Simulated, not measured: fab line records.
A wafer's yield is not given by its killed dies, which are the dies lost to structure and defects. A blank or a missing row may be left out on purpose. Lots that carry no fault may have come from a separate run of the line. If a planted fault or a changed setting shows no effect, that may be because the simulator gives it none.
fab line records ; flow ritCmos
record: lots: 14; wafers: 42; lastDay: 7
route steps=202 shown FOX2@24 NWELL@38 GATE@84 PLDD@124 M1@202
lots with no fault: from the same line, run without faults
startH: hours from the record's opening day to when the first of the lot's shown wafers began ; waitH: hours elapsed since this lot's preceding step ; " identical to the entry in the row above ; L1.1+2: a single row standing in for several wafers ; - no value present, or no start provided ; * or withheld: withheld ; < > ~ a bound
route shown NAME@n: NAME is a module with steps in the file, n the number in the route of the first one ; usual: mean/standard deviation taken from wafers without a fault ; same: alike in all rows ; chamber/n: place in a boat ; sites: readings site by site ; _std_site: standard deviation of those values ; _edge_site: the outer-site mean with the inner-site mean subtracted ; radiusMm: for every site, how far away it sits from the centre of the wafer ; mask NAME#n: copy n ; behind: tool/chamber where the wafer was last shaped ; hold: the reason the lot was held/the length of the hold in hours/how it ended ; device: which transistor (n, p or np) failed to switch ; end of line: at the end of the route, the tests of the same wafers ; where a step has no rows: the recipe by itself ; killed: dies lost to structure and defects at the first sort, not the wafer's yield ; map: a wafer's dies, marking killed ones x, the rest . and places with no die _
set.NAME: the setting as run; set.NAME@STEP: as run at that earlier step ; model.NAME: the simulator's own value behind a step, which no gauge read
the route's steps for a sample of lots (tables are steps, rows are wafers)
services: from which hour (startH, from the record's first day; less than 0 if before it) a tool's chamber was out of use, for how many hours, and why
== steps ==
step: RIT_FOX2_THK_MEAS_01
recipe: reads: SiO2_of_FOX2_OXIDATION_00
usual: FOX2_OXIDE_THK: 352/6.4
lot.wafer;tool;chamber;startH;waitH;FOX2_OXIDE_THK[nm]
L313.2;filmMetro-01;-;18.37;0.0;346
L313.4;filmMetro-01;-;18.37;0.0;340
L313.5;filmMetro-01;-;18.37;0.0;353
L314.3;filmMetro-02;-;23.39;0.0;359
L314.5;filmMetro-02;-;23.39;0.0;352
L314.6;filmMetro-02;-;23.39;0.0;356
L315.1;filmMetro-04;-;29.18;0.0;356
L315.4;filmMetro-04;-;29.18;0.0;354
L315.5;filmMetro-04;-;29.18;0.0;355
L316.1;filmMetro-04;-;34.14;0.0;339
L316.3;filmMetro-04;-;34.14;0.0;342
L316.6;filmMetro-04;-;34.14;0.0;342
L317.2;filmMetro-02;-;38.51;0.0;349
L317.5;filmMetro-02;-;38.51;0.0;351
L317.6;filmMetro-02;-;38.51;0.0;350
L318.3;filmMetro-02;-;43.39;0.0;350
L318.4;filmMetro-02;-;43.39;0.0;342
L318.6;filmMetro-02;-;43.39;0.0;339
L319.1;filmMetro-04;-;48.33;0.0;344
L319.4;filmMetro-04;-;48.33;0.0;349
L319.6;filmMetro-04;-;48.33;0.0;353
L320.3;filmMetro-02;-;53.88;0.0;349
L320.4;filmMetro-02;-;53.88;0.0;347
L320.5;filmMetro-02;-;53.88;0.0;352
L321.2;filmMetro-04;-;58.79;0.0;349
L321.3;filmMetro-04;-;58.79;0.0;351
L321.4;filmMetro-04;-;58.79;0.0;349
L322.1;filmMetro-01;-;64.70;0.0;362
L322.2;filmMetro-01;-;64.70;0.0;360
L322.5;filmMetro-01;-;64.70;0.0;367
L328.1;filmMetro-01;-;94.85;0.0;350
L328.2;filmMetro-01;-;94.85;0.0;356
L328.5;filmMetro-01;-;94.85;0.0;349
L331.1;filmMetro-02;-;108.31;0.0;350
L331.3;filmMetro-02;-;108.31;0.0;347
L331.4;filmMetro-02;-;108.31;0.0;348
L333.3;filmMetro-01;-;120.95;0.0;354
L333.4;filmMetro-01;-;120.95;0.0;357
L333.6;filmMetro-01;-;120.95;0.0;356
L336.2;filmMetro-01;-;135.66;0.0;353
L336.3;filmMetro-01;-;135.66;0.0;349
L336.4;filmMetro-01;-;135.66;0.0;352
step: RIT_NWELL_TW_MEAS_10
usual: NWELL_TW: 2136/17
lot.wafer;tool;chamber;startH;waitH;NWELL_TW
L313.2;filmMetro-04;-;20.87;0.1;2142
L313.4;filmMetro-04;-;20.87;0.1;2131
L313.5;filmMetro-04;-;20.87;0.1;2140
L314.3;filmMetro-03;-;25.87;0.1;2170
L314.5;filmMetro-03;-;25.87;0.1;2163
L314.6;filmMetro-03;-;25.87;0.1;2163
L315.1;filmMetro-03;-;31.61;0.1;2167
L315.4;filmMetro-03;-;31.61;0.1;2169
L315.5;filmMetro-03;-;31.61;0.1;2165
L316.1;filmMetro-03;-;36.69;0.1;2174
L316.3;filmMetro-03;-;36.69;0.1;2164
L316.6;filmMetro-03;-;36.69;0.1;2161
L317.2;filmMetro-04;-;40.95;0.1;2152
L317.5;filmMetro-04;-;40.95;0.1;2149
L317.6;filmMetro-04;-;40.95;0.1;2143
L318.3;filmMetro-02;-;45.94;0.1;2126
L318.4;filmMetro-02;-;45.94;0.1;2124
L318.6;filmMetro-02;-;45.94;0.1;2135
L319.1;filmMetro-04;-;50.91;0.1;2147
L319.4;filmMetro-04;-;50.91;0.1;2158
L319.6;filmMetro-04;-;50.91;0.1;2151
L320.3;filmMetro-02;-;56.45;0.1;2108
L320.4;filmMetro-02;-;56.45;0.1;2110
L320.5;filmMetro-02;-;56.45;0.1;2119
L321.2;filmMetro-03;-;61.42;0.1;2129
L321.3;filmMetro-03;-;61.42;0.1;2130
L321.4;filmMetro-03;-;61.42;0.1;2131
L322.1;filmMetro-03;-;67.26;0.1;2133
L322.2;filmMetro-03;-;67.26;0.1;2109
L322.5;filmMetro-03;-;67.26;0.1;2114
L328.1;filmMetro-04;-;98.06;0.1;2133
L328.2;filmMetro-04;-;98.06;0.1;2130
L328.5;filmMetro-04;-;98.06;0.1;2139
L331.1;filmMetro-02;-;110.91;0.1;2124
L331.3;filmMetro-02;-;110.91;0.1;2121
L331.4;filmMetro-02;-;110.91;0.1;2115
L333.3;filmMetro-03;-;123.51;0.1;2140
L333.4;filmMetro-03;-;123.51;0.1;2132
L333.6;filmMetro-03;-;123.51;0.1;2139
L336.2;filmMetro-02;-;138.24;0.1;2114
L336.3;filmMetro-02;-;138.24;0.1;2111
L336.4;filmMetro-02;-;138.24;0.1;2113
step: RIT_GATE_CVD_08
recipe: material: poly-Si; targetThkNm: 250; tempC: 610; precursor: SiH4; timeS: 2220; pressureMtorr: 300; sih4FlowSccm: 100
lot.wafer;tool;chamber;startH;waitH
L313.2+4+5;lpcvd-01;1;33.47;0.0
L314.3+5+6;lpcvd-01;1;38.53;0.6
L315.1+4+5;lpcvd-01;0;44.75;0.1
L316.1+3+6;lpcvd-02;0;48.87;0.1
L317.2+5+6;lpcvd-02;1;53.72;0.0
L318.3+4+6;lpcvd-02;0;58.75;0.0
L319.1+4+6;lpcvd-01;1;62.96;0.1
L320.3+4+5;lpcvd-02;1;69.03;0.0
L321.2+3+4;lpcvd-02;0;74.24;0.6
L322.1+2+5;lpcvd-01;1;79.57;0.1
L328.1+2+5;lpcvd-02;1;112.24;0.1
L331.1+3+4;lpcvd-02;1;125.71;0.1
L333.3+4+6;lpcvd-01;0;139.85;0.0
L336.2+3+4;lpcvd-01;1;151.78;0.0
step: RIT_GATE_THK_MEAS_09
recipe: reads: poly-Si_of_GATE_CVD_08
usual: GATE_POLY_THK: 249.7/2.8
lot.wafer;tool;chamber;startH;waitH;GATE_POLY_THK[nm]
L313.2;filmMetro-02;-;35.09;0.0;246.3
L313.4;filmMetro-02;-;35.09;0.0;246.5
L313.5;filmMetro-02;-;35.09;0.0;247.8
L314.3;filmMetro-04;-;40.17;0.0;254.5
L314.5;filmMetro-04;-;40.17;0.0;255.2
L314.6;filmMetro-04;-;40.17;0.0;252.5
L315.1;filmMetro-04;-;46.37;0.0;248.5
L315.4;filmMetro-04;-;46.37;0.0;247.3
L315.5;filmMetro-04;-;46.37;0.0;249.5
L316.1;filmMetro-02;-;50.49;0.0;252.8
L316.3;filmMetro-02;-;50.49;0.0;252.6
L316.6;filmMetro-02;-;50.49;0.0;254.5
L317.2;filmMetro-04;-;57.37;0.0;248.5
L317.5;filmMetro-04;-;57.37;0.0;250.3
L317.6;filmMetro-04;-;57.37;0.0;248.3
L318.3;filmMetro-04;-;61.19;0.0;246.8
L318.4;filmMetro-04;-;61.19;0.0;248.8
L318.6;filmMetro-04;-;61.19;0.0;248.7
L319.1;filmMetro-04;-;64.58;0.0;250.0
L319.4;filmMetro-04;-;64.58;0.0;248.5
L319.6;filmMetro-04;-;64.58;0.0;251.0
L320.3;filmMetro-04;-;70.67;0.0;249.2
L320.4;filmMetro-04;-;70.67;0.0;247.3
L320.5;filmMetro-04;-;70.67;0.0;248.0
L321.2;filmMetro-01;-;76.67;0.0;252.6
L321.3;filmMetro-01;-;76.67;0.0;249.8
L321.4;filmMetro-01;-;76.67;0.0;250.0
L322.1;filmMetro-04;-;81.18;0.0;252.2
L322.2;filmMetro-04;-;81.18;0.0;252.4
L322.5;filmMetro-04;-;81.18;0.0;252.5
L328.1;filmMetro-04;-;113.86;0.0;263.6
L328.2;filmMetro-04;-;113.86;0.0;263.1
L328.5;filmMetro-04;-;113.86;0.0;262.7
L331.1;filmMetro-01;-;127.32;0.0;259.2
L331.3;filmMetro-01;-;127.32;0.0;259.1
L331.4;filmMetro-01;-;127.32;0.0;258.1
L333.3;filmMetro-04;-;141.49;0.0;245.7
L333.4;filmMetro-04;-;141.49;0.0;247.7
L333.6;filmMetro-04;-;141.49;0.0;246.4
L336.2;filmMetro-04;-;153.41;0.0;251.6
L336.3;filmMetro-04;-;153.41;0.0;252.7
L336.4;filmMetro-04;-;153.41;0.0;251.9
step: RIT_PLDD_TW_MEAS_10
usual: PLDD_TW: 2321/18
lot.wafer;tool;chamber;startH;waitH;PLDD_TW
L313.2;filmMetro-01;-;42.84;0.1;2322
L313.4;filmMetro-01;-;42.84;0.1;2336
L313.5;filmMetro-01;-;42.84;0.1;2329
L314.3;filmMetro-03;-;47.89;0.1;2367
L314.5;filmMetro-03;-;47.89;0.1;2373
L314.6;filmMetro-03;-;47.89;0.1;2373
L315.1;filmMetro-01;-;54.30;0.1;2314
L315.4;filmMetro-01;-;54.30;0.1;2315
L315.5;filmMetro-01;-;54.30;0.1;2319
L316.1;filmMetro-03;-;59.19;0.1;2339
L316.3;filmMetro-03;-;59.19;0.1;2325
L316.6;filmMetro-03;-;59.19;0.1;2325
L317.2;filmMetro-02;-;65.00;0.1;2301
L317.5;filmMetro-02;-;65.00;0.1;2321
L317.6;filmMetro-02;-;65.00;0.1;2304
L318.3;filmMetro-01;-;68.83;0.1;2307
L318.4;filmMetro-01;-;68.83;0.1;2301
L318.6;filmMetro-01;-;68.83;0.1;2315
L319.1;filmMetro-02;-;72.57;0.1;2316
L319.4;filmMetro-02;-;72.57;0.1;2302
L319.6;filmMetro-02;-;72.57;0.1;2320
L320.3;filmMetro-03;-;79.08;0.1;2338
L320.4;filmMetro-03;-;79.08;0.1;2339
L320.5;filmMetro-03;-;79.08;0.1;2332
L321.2;filmMetro-03;-;84.39;0.1;2345
L321.3;filmMetro-03;-;84.39;0.1;2333
L321.4;filmMetro-03;-;84.39;0.1;2341
L322.1;filmMetro-01;-;88.73;0.1;2310
L322.2;filmMetro-01;-;88.73;0.1;2304
L322.5;filmMetro-01;-;88.73;0.1;2323
L328.1;filmMetro-01;-;121.65;0.1;2304
L328.2;filmMetro-01;-;121.65;0.1;2290
L328.5;filmMetro-01;-;121.65;0.1;2305
L331.1;filmMetro-03;-;135.62;0.1;2349
L331.3;filmMetro-03;-;135.62;0.1;2340
L331.4;filmMetro-03;-;135.62;0.1;2341
L333.3;filmMetro-02;-;149.43;0.1;2312
L333.4;filmMetro-02;-;149.43;0.1;2325
L333.6;filmMetro-02;-;149.43;0.1;2319
L336.2;filmMetro-01;-;161.12;0.1;2316
L336.3;filmMetro-01;-;161.12;0.1;2312
L336.4;filmMetro-01;-;161.12;0.1;2311
step: RIT_M1_PROBE_99
usual: killed_at_M0_to_M3: 0.0/0.16; killedAtContacts: 0.1/0.25; killedAtFrontEnd: 7/3.1; killedDies: 7/3.1; killedOpen: 3.6/2; killedShort: 3.5/2
same: grossDies: 264; killed_at_M4_up: 0; killedAtBackSide: 0; killedAtOther: 0
lot.wafer;tool;chamber;startH;waitH;killed_at_M0_to_M3;killedAtContacts;killedAtFrontEnd;killedDies;killedOpen;killedShort
L322.1;prober-01;-;102.52;0.1;0;0;7;7;3;4
L322.2;prober-01;-;102.57;0.1;0;0;5;5;4;1
L322.5;prober-01;-;102.72;0.2;0;0;14;14;8;6
killed by level:class
L322.1 FOX1:geometricParticle:short=2 GATE:geometricParticle:open=2 FOX2:geometricParticle:short=1 FOX2:geometricParticle:open=1 GATE:geometricParticle:short=1
L322.2 GATE:geometricParticle:open=3 FOX2:geometricParticle:open=1 GATE:geometricParticle:short=1
L322.5 GATE:geometricParticle:short=3 GATE:geometricParticle:open=3 FOX2:geometricParticle:short=2 SILICIDE:geometricParticle:open=2 FOX1:geometricParticle:open=1 FOX2:geometricParticle:open=1 REOX:geometricParticle:open=1 SILICIDE:geometricParticle:short=1
== services ==
tool;chamber;startH;hours;kind
lpcvd-02;-;37.68;1.6;repair
== key ==
firstSign: step: RIT_GATE_THK_MEAS_09; reading: GATE_POLY_THK; direction: up; sigmas: 4; usual: 249.7; struck: 260.9
effect none on later readings
metAt RIT_GATE_CVD_08
struckLots L328,L331
testerLeftOut L328,L331
notActingAt RIT_FOX2_THK_MEAS_01,RIT_NWELL_TW_MEAS_10,RIT_PLDD_TW_MEAS_10
onsetBetween 74.24 112.24
fault: kind: processParameterDrift; tool: lpcvd-02; chamber: -; onsetH: 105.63; steps: RIT_GATE_CVD_08; channel: targetThkNm; offset: 13.043; shape: step; endH: 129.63; actsIn: theseRecipesOnly; stated: 250
testerLeftOut: of these lots the tester's yield and bins aren't shown, on N5 and GAA mostly nor the transistor test; their killed dies are dies lost to structure and defects alone, not to doping, threshold or leakage, so they don't give the yield
